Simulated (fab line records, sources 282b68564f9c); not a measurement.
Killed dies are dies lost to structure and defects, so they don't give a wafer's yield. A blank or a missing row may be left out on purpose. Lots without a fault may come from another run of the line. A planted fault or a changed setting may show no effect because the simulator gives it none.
fab line records | flow rit_cmos
record lots=14 wafers=42 last_day=7
route steps=202 shown NSD@137 M1@193
lots that met no fault: from a run of the same line without faults
start_h: hours from the record's first day to the start of the lot's first wafer shown | wait_h: hours since the lot's step before | " the same as in the row above | L1.1+2: a row that stands for several wafers | - no value, or no start given | * or withheld: withheld | < > ~ a bound
route shown NAME@n: a module of which the file shows steps, and the number in the route of the first | usual: mean/standard deviation of fault-free wafers | same: alike in all rows | chamber/n: place in a boat | sites: the reading at each site | _std_site: their standard deviation | _edge_site: outer sites' mean less inner sites' | radius_mm: how far each site lies from the wafer's centre | mask NAME#n: copy n | behind: the tool/chamber that last shaped the wafer | hold: why the lot was held/for how many hours/how that ended | device: the transistor (n, p or np) that didn't switch | end of line: the same wafers' tests at the end of the route | a step without rows: its recipe alone | killed: dies lost to structure and defects at the first sort, not the wafer's yield | map: a wafer's dies, x killed, . not, _ none there
set.NAME: the setting as run; set.NAME@STEP: as run at that earlier step | model.NAME: the simulator's own value behind a step, which no gauge read
steps of the route over a sample of lots; a table a step, a row a wafer
services: from which hour (start_h, from the record's first day; less than 0 if before it) a tool's chamber was out of use, for how many hours, and why
## steps
# step RIT_NSD_OVL_MEAS_06
# usual NSD_OVL=-0.4/1.3
# columns lot.wafer tool chamber start_h wait_h NSD_OVL[nm]
L587.1 overlay-01 - 49.29 - -1.2
L587.4 " - " " -0.3
L587.6 " - " " -1.5
L588.2 overlay-01 - 56.04 - 0.9
L588.3 " - " " 2.0
L588.6 " - " " 0.4
L589.2 overlay-01 - 58.66 - -3.6
L589.3 " - " " -1.2
L589.4 " - " " -1.5
L590.3 overlay-02 - 66.07 - -0.1
L590.4 " - " " 0.7
L590.6 " - " " -0.2
L591.1 overlay-01 - 71.83 - -2.2
L591.4 " - " " -1.9
L591.5 " - " " -0.8
L592.3 overlay-01 - 77.26 - 0.0
L592.5 " - " " 0.3
L592.6 " - " " -0.3
L596.1 overlay-02 - 101.11 - -2.0
L596.4 " - " " 1.1
L596.5 " - " " -0.5
L598.1 overlay-02 - 108.80 - -1.0
L598.2 " - " " -0.1
L598.5 " - " " 2.1
L604.1 overlay-02 - 137.36 - -2.0
L604.2 " - " " -2.6
L604.4 " - " " -2.0
L603.3 overlay-01 - 139.39 - -2.2
L603.4 " - " " -0.5
L603.6 " - " " -1.9
L605.1 overlay-01 - 141.73 - 2.6
L605.3 " - " " 1.6
L605.4 " - " " 1.9
L606.2 overlay-02 - 147.94 - 0.5
L606.3 " - " " -1.0
L606.6 " - " " -1.1
L607.1 overlay-01 - 150.90 - 0.4
L607.2 " - " " 1.5
L607.3 " - " " -0.2
L610.4 overlay-01 - 164.26 - 0.6
L610.5 " - " " 0.3
L610.6 " - " " -0.2
# step RIT_M1_CD_MEAS_09
# recipe target_cd_nm=2600
# usual cd_nm=2600.0/2.4
# columns lot.wafer tool chamber start_h wait_h cd_nm
L587.1 cd_sem-02 - 56.51 - 2602.4
L587.4 " - " " 2602.6
L587.6 " - " " 2602.9
L588.2 cd_sem-01 - 63.23 - 2599.6
L588.3 " - " " 2599.7
L588.6 " - " " 2599.1
L589.2 cd_sem-01 - 65.94 - 2601.2
L589.3 " - " " 2601.9
L589.4 " - " " 2600.7
L590.3 cd_sem-01 - 73.65 - 2606.1
L590.4 " - " " 2605.9
L590.6 " - " " 2603.1
L591.1 cd_sem-01 - 79.07 - 2601.8
L591.4 " - " " 2602.5
L591.5 " - " " 2600.8
L592.3 cd_sem-02 - 84.55 - 2597.3
L592.5 " - " " 2600.5
L592.6 " - " " 2598.0
L596.1 cd_sem-01 - 108.34 - 2599.0
L596.4 " - " " 2603.0
L596.5 " - " " 2599.9
L598.1 cd_sem-01 - 115.94 - 2600.6
L598.2 " - " " 2601.7
L598.5 " - " " 2600.3
L604.1 cd_sem-01 - 144.83 - 2600.3
L604.2 " - " " 2600.5
L604.4 " - " " 2598.6
L603.3 cd_sem-01 - 146.95 - 2599.7
L603.4 " - " " 2597.5
L603.6 " - " " 2601.1
L605.1 cd_sem-01 - 148.72 - 2595.9
L605.3 " - " " 2598.6
L605.4 " - " " 2598.6
L606.2 cd_sem-02 - 155.36 - 2597.5
L606.3 " - " " 2595.9
L606.6 " - " " 2597.7
L607.1 cd_sem-01 - 158.26 - 2599.1
L607.2 " - " " 2599.3
L607.3 " - " " 2600.5
L610.4 cd_sem-02 - 171.42 - 2600.1
L610.5 " - " " 2599.5
L610.6 " - " " 2601.5
# step RIT_M1_HARDBAKE_11
# recipe resist=NOVOLAK temp_c=140 time_s=120
# usual heater_power_total_W=52.03/0.064 plate_temp_C=139.98/0.13
# columns lot.wafer tool chamber start_h wait_h heater_power_total_W plate_temp_C
L587.1 litho_track-03 0 56.67 0.0 51.92 140.00
L587.4 " 0 " " 52.12 139.94
L587.6 " 0 " " 52.01 140.06
L588.2 litho_track-02 0 63.40 0.1 51.94 140.02
L588.3 " 0 " " 52.10 140.17
L588.6 " 0 " " 52.00 140.17
L589.2 litho_track-02 0 66.11 0.1 52.01 140.01
L589.3 " 0 " " 52.01 139.94
L589.4 " 0 " " 51.99 139.85
L590.3 litho_track-03 0 73.85 0.1 52.10 139.70
L590.4 " 0 " " 52.10 139.69
L590.6 " 0 " " 52.14 139.67
L591.1 litho_track-01 0 79.23 0.0 52.14 140.12
L591.4 " 0 " " 51.95 140.07
L591.5 " 0 " " 52.04 140.12
L592.3 litho_track-02 0 84.75 0.1 52.01 139.81
L592.5 " 0 " " 51.96 139.96
L592.6 " 0 " " 52.02 139.69
L596.1 litho_track-02 0 108.51 0.0 50.91 138.04
L596.4 " 0 " " 50.89 137.71
L596.5 " 0 " " 50.84 137.67
L598.1 litho_track-02 0 116.10 0.0 50.97 137.79
L598.2 " 0 " " 50.78 137.61
L598.5 " 0 " " 50.88 137.61
L604.1 litho_track-01 0 144.99 0.0 51.96 140.12
L604.2 " 0 " " 51.97 140.22
L604.4 " 0 " " 51.98 140.00
L603.3 litho_track-01 0 147.26 0.2 51.95 140.08
L603.4 " 0 " " 52.02 140.09
L603.6 " 0 " " 52.01 139.94
L605.1 litho_track-01 0 148.88 0.0 52.08 139.86
L605.3 " 0 " " 51.87 139.84
L605.4 " 0 " " 52.10 140.05
L606.2 litho_track-03 0 155.67 0.2 51.97 139.87
L606.3 " 0 " " 52.08 139.86
L606.6 " 0 " " 51.93 139.97
L607.1 litho_track-03 0 158.42 0.0 52.06 140.05
L607.2 " 0 " " 51.99 139.99
L607.3 " 0 " " 51.98 139.81
L610.4 litho_track-03 0 171.64 0.1 52.09 139.91
L610.5 " 0 " " 52.13 139.93
L610.6 " 0 " " 51.97 139.89
# step RIT_M1_STRIP_14
# recipe chemistry=O2 time_s=180 platen_temp_c=withheld power_w=500 pressure_mtorr=4000 o2_flow_sccm=4000
# usual drypump_motor_current_A=5.89/0.28
# columns lot.wafer tool chamber start_h wait_h drypump_motor_current_A rf_hours_counter_h
L587.1 plasma_asher-02 1 57.26 0.0 5.65 29
L587.4 " 1 " " 5.65 -
L587.6 " 1 " " 5.65 -
L588.2 plasma_asher-03 1 63.95 0.0 6.08 39
L588.3 " 0 " " 6.16 -
L588.6 " 1 " " 6.07 -
L589.2 plasma_asher-03 1 66.66 0.0 6.08 40
L589.3 " 0 " " 6.18 -
L589.4 " 1 " " 6.07 -
L590.3 plasma_asher-03 1 74.43 0.1 6.08 -
L590.4 " 0 " " 6.18 -
L590.6 " 0 " " 6.17 -
L591.1 plasma_asher-04 1 79.81 0.0 5.32 44
L591.4 " 1 " " 5.32 -
L591.5 " 0 " " 6.11 -
L592.3 plasma_asher-03 0 85.31 0.1 6.17 -
L592.5 " 1 " " 6.07 -
L592.6 " 0 " " 6.17 -
L596.1 plasma_asher-03 0 109.31 0.0 6.17 44
L596.4 " 1 " " 6.09 -
L596.5 " 0 " " 6.17 -
L598.1 plasma_asher-03 0 116.69 0.0 6.18 45
L598.2 " 1 " " 6.07 45
L598.5 " 1 " " 6.07 -
L604.1 plasma_asher-02 0 145.58 0.0 5.63 36
L604.2 " 1 " " 5.65 36
L604.4 " 0 " " 5.63 -
L603.3 plasma_asher-04 1 147.82 0.1 5.28 -
L603.4 " 0 " " 6.10 -
L603.6 " 1 " " 5.29 -
L605.1 plasma_asher-03 0 149.47 0.0 6.14 50
L605.3 " 0 " " 6.13 -
L605.4 " 1 " " 6.07 -
L606.2 plasma_asher-03 1 156.21 0.0 6.08 50
L606.3 " 0 " " 6.14 -
L606.6 " 0 " " 6.14 -
L607.1 plasma_asher-02 0 159.01 0.0 5.58 38
L607.2 " 1 " " 5.66 38
L607.3 " 0 " " 5.58 -
L610.4 plasma_asher-02 1 172.16 0.1 5.66 -
L610.5 " 1 " " 5.66 -
L610.6 " 0 " " 5.63 -
# step RIT_M1_PROBE_99
# usual defect_limited_yield=97.2/1.3 killed_at_M0_to_M3=0.0/0.25 killed_at_contacts=0.0/0.18 killed_at_front_end=7/3.4 killed_dies=7/3.4 killed_open=3.7/2.2 killed_short=3.6/2.2 sort_bin_3_pad_short=0.2/0.24 sort_bin_5_function=1.6/0.94 sort_bin_6_memory=1.1/0.72 sort_n_pass=257/3.4 sort_yield_pct=97.2/1.3
# same gross_dies=264 killed_at_M4_up=0 killed_at_back_side=0 killed_at_other=0
# columns lot.wafer tool chamber start_h wait_h defect_limited_yield[%] killed_at_M0_to_M3 killed_at_contacts killed_at_front_end killed_dies killed_open killed_short sort_bin_3_pad_short[%] sort_bin_5_function[%] sort_bin_6_memory[%] sort_n_pass sort_yield_pct[%]
L587.1 prober-02 - 59.17 0.1 96.2 0 0 10 10 4 6 0.4 1.9 1.5 254 96.2
L587.4 prober-02 - 59.32 0.2 97.0 0 0 8 8 5 3 0 1.1 1.9 256 97.0
L587.6 prober-02 - 59.42 0.2 97.3 0 0 7 7 5 2 0 1.9 0.8 257 97.3
L588.2 prober-01 - 65.91 0.1 99.2 0 0 2 2 2 0 0 0.8 0 262 99.2
L588.3 prober-01 - 65.96 0.2 98.9 0 1 2 3 2 1 0 1.1 0 261 98.9
L588.6 prober-01 - 66.11 0.2 98.5 0 0 4 4 3 1 0 0.8 0.8 260 98.5
L589.2 prober-01 - 68.63 0.1 94.3 0 0 15 15 6 9 0 3.4 2.3 249 94.3
L589.3 prober-01 - 68.68 0.2 97.3 0 0 7 7 3 4 0 1.9 0.8 257 97.3
L589.4 prober-01 - 68.73 0.2 95.8 0 0 11 11 4 7 0.4 0.8 3.0 253 95.8
L590.3 prober-01 - 76.39 0.2 98.5 0 0 4 4 1 3 0 0.4 1.1 260 98.5
L590.4 prober-01 - 76.44 0.2 97.7 0 0 6 6 5 1 0 1.9 0.4 258 97.7
L590.6 prober-01 - 76.54 0.2 95.8 0 0 11 11 7 4 0.8 1.5 1.9 253 95.8
L591.1 prober-02 - 81.73 0.1 98.1 0 0 5 5 3 2 0 1.1 0.8 259 98.1
L591.4 prober-02 - 81.88 0.2 96.2 0 0 10 10 5 5 0 1.9 1.9 254 96.2
L591.5 prober-02 - 81.93 0.2 96.6 0 0 9 9 5 4 0 1.9 1.5 255 96.6
L592.3 prober-01 - 87.27 0.2 97.7 0 0 6 6 2 4 0 1.9 0.4 258 97.7
L592.5 prober-01 - 87.37 0.2 97.7 0 0 6 6 4 2 0.8 0.8 0.8 258 97.7
L592.6 prober-01 - 87.42 0.2 98.1 1 0 4 5 2 3 0 1.1 0.8 259 98.1
L596.1 prober-01 - 111.22 0.1 98.1 0 0 5 5 2 3 0 0.8 1.1 259 98.1
L596.4 prober-01 - 111.37 0.2 99.6 0 0 1 1 1 0 0 0 0.4 263 99.6
L596.5 prober-01 - 111.42 0.2 98.1 0 0 5 5 2 3 0 0.8 1.1 259 98.1
L598.1 prober-01 - 118.60 0.1 97.3 0 0 7 7 4 3 0 1.5 1.1 257 97.3
L598.2 prober-01 - 118.65 0.1 97.3 0 0 7 7 5 2 0 1.9 0.8 257 97.3
L598.5 prober-01 - 118.80 0.2 92.8 0 0 19 19 11 8 0 4.5 2.7 245 92.8
L604.1 prober-02 - 147.49 0.1 97.3 0 0 7 7 2 5 0 1.9 0.8 257 97.3
L604.2 prober-02 - 147.54 0.1 97.0 0 0 8 8 4 4 0.4 1.5 1.1 256 97.0
L604.4 prober-02 - 147.64 0.2 98.9 0 0 3 3 0 3 0 0.8 0.4 261 98.9
L603.3 prober-01 - 149.78 0.2 98.9 0 1 2 3 1 2 0.4 0.8 0 261 98.9
L603.4 prober-01 - 149.83 0.2 97.0 0 0 8 8 2 6 0 1.9 1.1 256 97.0
L603.6 prober-01 - 149.93 0.2 97.7 0 0 6 6 2 4 0 1.1 1.1 258 97.7
L605.1 prober-02 - 151.38 0.1 97.0 0 0 8 8 3 4 0.4 1.5 1.1 256 97.0
L605.3 prober-02 - 151.48 0.2 95.5 2 0 10 12 5 5 0 3.8 0.8 252 95.5
L605.4 prober-02 - 151.53 0.2 98.5 0 0 4 4 1 1 0 1.1 0.4 260 98.5
L606.2 prober-01 - 158.18 0.1 98.5 0 0 4 4 2 2 0 1.1 0.4 260 98.5
L606.3 prober-01 - 158.23 0.2 95.8 0 0 11 11 5 6 0.4 2.7 1.1 253 95.8
L606.6 prober-01 - 158.38 0.2 97.3 0 0 7 7 4 3 0 1.1 1.5 257 97.3
L607.1 prober-02 - 160.92 0.1 97.0 0 0 8 8 3 5 0 0.4 2.7 256 97.0
L607.2 prober-02 - 160.97 0.1 97.7 0 0 6 6 1 5 0 1.1 1.1 258 97.7
L607.3 prober-02 - 161.02 0.2 98.5 0 0 4 4 1 3 0 0 1.5 260 98.5
L610.4 prober-01 - 174.17 0.2 96.6 0 0 9 9 3 6 0.4 2.3 0.8 255 96.6
L610.5 prober-01 - 174.22 0.2 95.1 0 0 13 13 7 6 0.8 2.3 1.9 251 95.1
L610.6 prober-01 - 174.27 0.2 98.5 0 0 4 4 2 2 0 0.8 0.8 260 98.5
# killed by level:class
L587.1 GATE:geometric_particle:short=3 FOX2:geometric_particle:open=2 FOX1:geometric_particle:short=1 FOX2:geometric_particle:short=1 GATE:geometric_particle:open=1 SILICIDE:geometric_particle:short=1 SILICIDE:geometric_particle:open=1
L587.4 GATE:geometric_particle:open=4 FOX1:geometric_particle:short=2 GATE:geometric_particle:short=1 SPACER:geometric_particle:open=1
L587.6 FOX2:geometric_particle:open=2 SPACER:geometric_particle:open=2 FOX1:geometric_particle:short=1 FOX1:geometric_particle:open=1 FOX2:geometric_particle:short=1
L588.2 REOX:geometric_particle:open=1 SPACER:geometric_particle:open=1
L588.3 GATE:geometric_particle:short=1 GATE:geometric_particle:open=1 CONTACT:geometric_particle:open=1
L588.6 SILICIDE:geometric_particle:open=2 GATE:geometric_particle:open=1 SILICIDE:geometric_particle:short=1
L589.2 GATE:geometric_particle:short=5 GATE:geometric_particle:open=2 FOX1:geometric_particle:short=1 FOX2:geometric_particle:open=1 REOX:geometric_particle:open=1 REOX:geometric_particle:short=1 SPACER:geometric_particle:open=1 SPACER:geometric_particle:short=1
L589.3 GATE:geometric_particle:short=2 SPACER:geometric_particle:open=2 FOX2:geometric_particle:open=1 FOX2:geometric_particle:short=1 REOX:geometric_particle:short=1
L589.4 FOX2:geometric_particle:open=2 GATE:geometric_particle:short=2 SPACER:geometric_particle:short=2 SILICIDE:geometric_particle:short=2 FOX2:geometric_particle:short=1 GATE:geometric_particle:open=1 SILICIDE:geometric_particle:open=1
L590.3 FOX1:geometric_particle:short=1 GATE:geometric_particle:short=1 REOX:geometric_particle:open=1 REOX:geometric_particle:short=1
L590.4 GATE:geometric_particle:open=4 REOX:geometric_particle:open=1 SPACER:geometric_particle:short=1
L590.6 REOX:geometric_particle:open=3 GATE:geometric_particle:short=2 SPACER:geometric_particle:short=2 FOX1:geometric_particle:open=1 GATE:geometric_particle:open=1 SPACER:geometric_particle:open=1 SILICIDE:geometric_particle:open=1
L591.1 GATE:geometric_particle:open=2 GATE:geometric_particle:short=2 REOX:geometric_particle:open=1
L591.4 REOX:geometric_particle:open=3 SPACER:geometric_particle:short=3 SPACER:geometric_particle:open=2 SILICIDE:geometric_particle:short=2
L591.5 GATE:geometric_particle:short=3 REOX:geometric_particle:open=2 SPACER:geometric_particle:open=2 GATE:geometric_particle:open=1 SPACER:geometric_particle:short=1
L592.3 FOX2:geometric_particle:short=2 GATE:geometric_particle:short=2 GATE:geometric_particle:open=1 SILICIDE:geometric_particle:open=1
L592.5 GATE:geometric_particle:open=3 ACTIVE:geometric_particle:short=1 FOX1:geometric_particle:open=1 FOX1:geometric_particle:short=1
L592.6 GATE:geometric_particle:short=2 FOX1:geometric_particle:open=1 GATE:geometric_particle:open=1 M1:geometric_particle:short=1
L596.1 GATE:geometric_particle:short=2 FOX1:geometric_particle:short=1 GATE:geometric_particle:open=1 SILICIDE:geometric_particle:open=1
L596.4 FOX2:geometric_particle:open=1
L596.5 FOX1:geometric_particle:short=1 FOX1:geometric_particle:open=1 GATE:geometric_particle:short=1 GATE:geometric_particle:open=1 REOX:geometric_particle:short=1
L598.1 FOX1:geometric_particle:short=3 GATE:geometric_particle:open=3 FOX1:geometric_particle:open=1
L598.2 GATE:geometric_particle:open=2 REOX:geometric_particle:open=2 FOX1:geometric_particle:open=1 FOX1:geometric_particle:short=1 REOX:geometric_particle:short=1
L598.5 REOX:geometric_particle:open=3 FOX1:geometric_particle:open=2 FOX2:geometric_particle:open=2 GATE:geometric_particle:short=2 SPACER:geometric_particle:short=2 SILICIDE:geometric_particle:open=2 SILICIDE:geometric_particle:short=2 FOX2:geometric_particle:short=1
L604.1 SILICIDE:geometric_particle:short=3 SILICIDE:geometric_particle:open=2 SPACER:geometric_particle:short=2
L604.2 GATE:geometric_particle:open=2 SPACER:geometric_particle:short=2 GATE:geometric_particle:short=1 REOX:geometric_particle:short=1 SPACER:geometric_particle:open=1 SILICIDE:geometric_particle:open=1
L604.4 GATE:geometric_particle:short=2 SILICIDE:geometric_particle:short=1
L603.3 GATE:geometric_particle:open=1 GATE:geometric_particle:short=1 CONTACT:geometric_particle:short=1
L603.4 FOX1:geometric_particle:short=2 GATE:geometric_particle:short=2 GATE:geometric_particle:open=2 REOX:geometric_particle:short=1 SPACER:geometric_particle:short=1
L603.6 GATE:geometric_particle:short=3 GATE:geometric_particle:open=1 REOX:geometric_particle:short=1 SPACER:geometric_particle:open=1
L605.1 SILICIDE:geometric_particle:open=3 GATE:geometric_particle:short=2 SILICIDE:geometric_particle:short=2 NWELL:coat_microbubble_printed=1
L605.3 GATE:geometric_particle:short=2 SPACER:geometric_particle:open=2 SILICIDE:geometric_particle:open=2 SILICIDE:geometric_particle:short=2 M1:coat_microbubble_printed=2 FOX2:geometric_particle:open=1 SPACER:geometric_particle:short=1
L605.4 NWELL:coat_microbubble_printed=2 GATE:geometric_particle:short=1 REOX:geometric_particle:open=1
L606.2 FOX1:geometric_particle:open=1 GATE:geometric_particle:short=1 SPACER:geometric_particle:short=1 SPACER:geometric_particle:open=1
L606.3 FOX2:geometric_particle:short=2 SPACER:geometric_particle:open=2 FOX1:geometric_particle:short=1 FOX1:geometric_particle:open=1 GATE:geometric_particle:open=1 GATE:geometric_particle:short=1 SPACER:geometric_particle:short=1 SILICIDE:geometric_particle:short=1
L606.6 FOX1:geometric_particle:open=1 FOX2:geometric_particle:short=1 GATE:geometric_particle:short=1 GATE:geometric_particle:open=1 SPACER:geometric_particle:short=1 SPACER:geometric_particle:open=1 SILICIDE:geometric_particle:open=1
L607.1 FOX2:geometric_particle:short=3 SPACER:geometric_particle:open=2 REOX:geometric_particle:open=1 REOX:geometric_particle:short=1 SPACER:geometric_particle:short=1
L607.2 SPACER:geometric_particle:short=3 REOX:geometric_particle:open=1 REOX:geometric_particle:short=1 SILICIDE:geometric_particle:short=1
L607.3 FOX1:geometric_particle:short=1 GATE:geometric_particle:short=1 REOX:geometric_particle:open=1 SPACER:geometric_particle:short=1
L610.4 GATE:geometric_particle:short=4 GATE:geometric_particle:open=2 REOX:geometric_particle:open=1 SPACER:geometric_particle:short=1 SILICIDE:geometric_particle:short=1
L610.5 GATE:geometric_particle:open=3 GATE:geometric_particle:short=3 SILICIDE:geometric_particle:open=2 FOX2:geometric_particle:open=1 FOX2:geometric_particle:short=1 REOX:geometric_particle:short=1 REOX:geometric_particle:open=1 SPACER:geometric_particle:short=1
L610.6 FOX2:geometric_particle:short=1 GATE:geometric_particle:open=1 REOX:geometric_particle:open=1 SILICIDE:geometric_particle:short=1
## services
# columns tool chamber start_h hours kind
plasma_asher-02 - 104.47 14.6 pm
plasma_asher-04 - 108.84 9.0 pm
plasma_asher-04 0 108.84 9.0 vent_cycle
plasma_asher-04 1 108.84 9.0 vent_cycle
plasma_asher-04 0 117.84 - clean
plasma_asher-04 1 117.84 - clean
## key
first_sign step=RIT_M1_HARDBAKE_11 reading=heater_power_total_W direction=down sigmas=18 usual=52.03 struck=50.88
effect step=RIT_M1_HARDBAKE_11 reading=plate_temp_C direction=down sigmas=17 usual=* struck=*
met_at RIT_M1_HARDBAKE_11
struck_lots L596,L598
not_acting_at RIT_NSD_OVL_MEAS_06,RIT_M1_CD_MEAS_09,RIT_M1_STRIP_14
onset_between 84.75 108.51
fault kind=process_parameter_drift tool=litho_track-02 chamber=- onset_h=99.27 steps=RIT_M1_HARDBAKE_11 channel=temp_c offset=* shape=step end_h=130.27 acts_in=* stated=*
